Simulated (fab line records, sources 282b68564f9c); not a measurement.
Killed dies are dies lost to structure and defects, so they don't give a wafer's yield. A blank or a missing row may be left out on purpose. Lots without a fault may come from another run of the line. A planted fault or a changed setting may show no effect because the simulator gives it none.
A struck lot beside a sound one | flow rit_cmos | 25 steps out of a route of 202
Sound: wafers L710.2, L710.4, L710.5. Struck: wafers L715.2, L715.5, L715.6. The cause comes at the end.
At each step with rows: each side's tool, then ch and its chambers, then its first start. Under that, the readings that differ: sound wafers | struck wafers | difference of the means | sigmas: that difference in standard deviations of wafers without a fault.
alike: readings whose means differ by less than 2 such deviations, and words and numbers that are the same on both sides. not compared: withheld readings, readings that some wafer has no value for, bounds like >300 that may hide the same value, and numbers for which the record gives no deviation and whose values overlap.
The two part at a step that has a row with sigmas, a row that says differs or no value, or rows on one side only. Numbers that don't overlap but have no deviation are shown without sigmas and don't part them. A reading that every wafer of one side lacks parts them only if that side has two wafers or more.

first, 1 step without rows for these wafers: RIT_PRETRO_IMPLANT_08.
RIT_PRETRO_STRIP_09: strips in O2, time 180 s.
  sound on plasma_asher-01 ch 0, day 3 13:34; struck on plasma_asher-01 ch 0,1, day 4 13:58
  alike: drypump_motor_current_A
  not compared: rf_hours_counter_h
RIT_PRETRO_TW_MEAS_10:
  sound on film_metro-04, day 3 13:46; struck on film_metro-01, day 4 14:10
  reading   | sound             | struck            | difference | sigmas
  PRETRO_TW | 483.5 482.4 486.9 | 475.5 475.6 472.5 | -9.7       | -4
then, 5 steps without rows for these wafers: RIT_GATE_WET_ETCH_00 (etches SiO2 in BOE, target depth 56 nm, time 60 s); RIT_GATE_CLEAN_01 (cleans in SC1, time 600 s); RIT_GATE_CLEAN_02 (cleans in dHF, time 30 s); RIT_GATE_CLEAN_03 (cleans in SC2, time 600 s); RIT_GATE_CLEAN_04 (cleans in dHF, time 60 s).
RIT_FOX2_THK_MEAS_91:
  sound on film_metro-02, day 3 14:15; struck on film_metro-03, day 4 14:38
  alike: FIELD_OXIDE_LEFT_2_THK
then, 2 steps without rows for these wafers: RIT_GATE_OXIDATION_05 (target thk 3 nm, ox time 270 s); RIT_GATE_ANNEAL_06 (time 600 s).
RIT_GATE_THK_MEAS_07:
  sound on film_metro-04, day 3 15:38; struck on film_metro-04, day 4 16:04
  alike: GATE_OXIDE_THK
RIT_GATE_CVD_08: deposits poly-Si from SiH4, target thk 250 nm, time 2220 s.
  sound on lpcvd-01 ch 0, day 3 15:41; struck on lpcvd-02 ch 1, day 4 16:07
  reading                                  | sound                | struck               | difference | sigmas
  spike_tc_centre_C (C)                    | 613.6 610.6 614.8    | 626.8 627.9 626.6    | +14.1      | +13
  spike_tc_load_C (C)                      | 631.0 631.0 630.0    | 649.0 650.5 649.6    | +19.0      | +9
  spike_tc_source_C (C)                    | 626.4 626.6 627.1    | 644.6 646.3 646.0    | +18.9      | +8
  susceptor_temp_C (C)                     | 609.83 609.16 609.99 | 624.66 624.09 624.32 | +14.70     | +54
  model.poly-Si_of_GATE_CVD_08.thk_nm (nm) | 245.2 242.5 246.4    | 351.2 352.2 350.6    | +106.6     |
RIT_GATE_THK_MEAS_09:
  sound on film_metro-03, day 3 17:19; struck on film_metro-04, day 4 17:44
  reading            | sound             | struck            | difference | sigmas
  GATE_POLY_THK (nm) | 245.2 242.7 246.3 | 351.2 352.4 350.6 | +106.7     | +48
then, 6 steps without rows for these wafers: RIT_GATE_HMDS_10 (prime time 60 s); RIT_GATE_COAT_11 (resist thk 850 nm); RIT_GATE_SOFTBAKE_12 (time 60 s); RIT_GATE_EXPOSE_13 (exposes mask M6, target cd 150 nm); RIT_GATE_PEB_14; RIT_GATE_DEVELOP_15 (develop time 50 s).
RIT_GATE_CD_MEAS_16: target cd 150 nm.
  sound on cd_sem-01, day 3 18:14; struck on cd_sem-02, day 4 18:40
  alike: cd_nm
RIT_GATE_OVL_MEAS_17:
  sound on overlay-02, day 3 18:20; struck on overlay-02, day 4 18:46
  alike: GATE_OVL
then, 1 step without rows for these wafers: RIT_GATE_HARDBAKE_18 (time 60 s).
RIT_GATE_ETCH_19: etches poly-Si in SF6/CHF3/O2, stops on SiO2, time 165 s, target depth 312.5 nm.
  sound on rie_si-01 ch 2,3, day 3 18:31; struck on rie_si-02 ch 1,2, day 4 18:57
  reading                          | sound             | struck            | difference | sigmas
  oes_product_au (a.u.)            | 0.867 0.833 0.859 | 0.985 0.968 1.006 | +0.133     | +8
  model.etch.depth_nm (nm)         | 245.2 242.5 246.4 | 312.4 307.9 317.6 | +67.9      |
  model.GATE.feature_depth_nm (nm) | 245.2 242.5 246.4 | 312.4 307.9 317.6 | +67.9      |
  alike: drypump_motor_current_A, throttle_valve_pct
  not compared: rf_hours_counter_h
RIT_GATE_STRIP_20: strips in O2, time 180 s.
  sound on plasma_asher-04 ch 0,1, day 3 18:38; struck on plasma_asher-02 ch 0,1, day 4 19:03
  alike: drypump_motor_current_A
  not compared: rf_hours_counter_h

WHERE THEY PART
First at RIT_PRETRO_TW_MEAS_10; last, within this record, at RIT_GATE_ETCH_19. Later steps at which nothing parts them and some readings are alike: RIT_GATE_STRIP_20.

WHY: what the simulator had put in
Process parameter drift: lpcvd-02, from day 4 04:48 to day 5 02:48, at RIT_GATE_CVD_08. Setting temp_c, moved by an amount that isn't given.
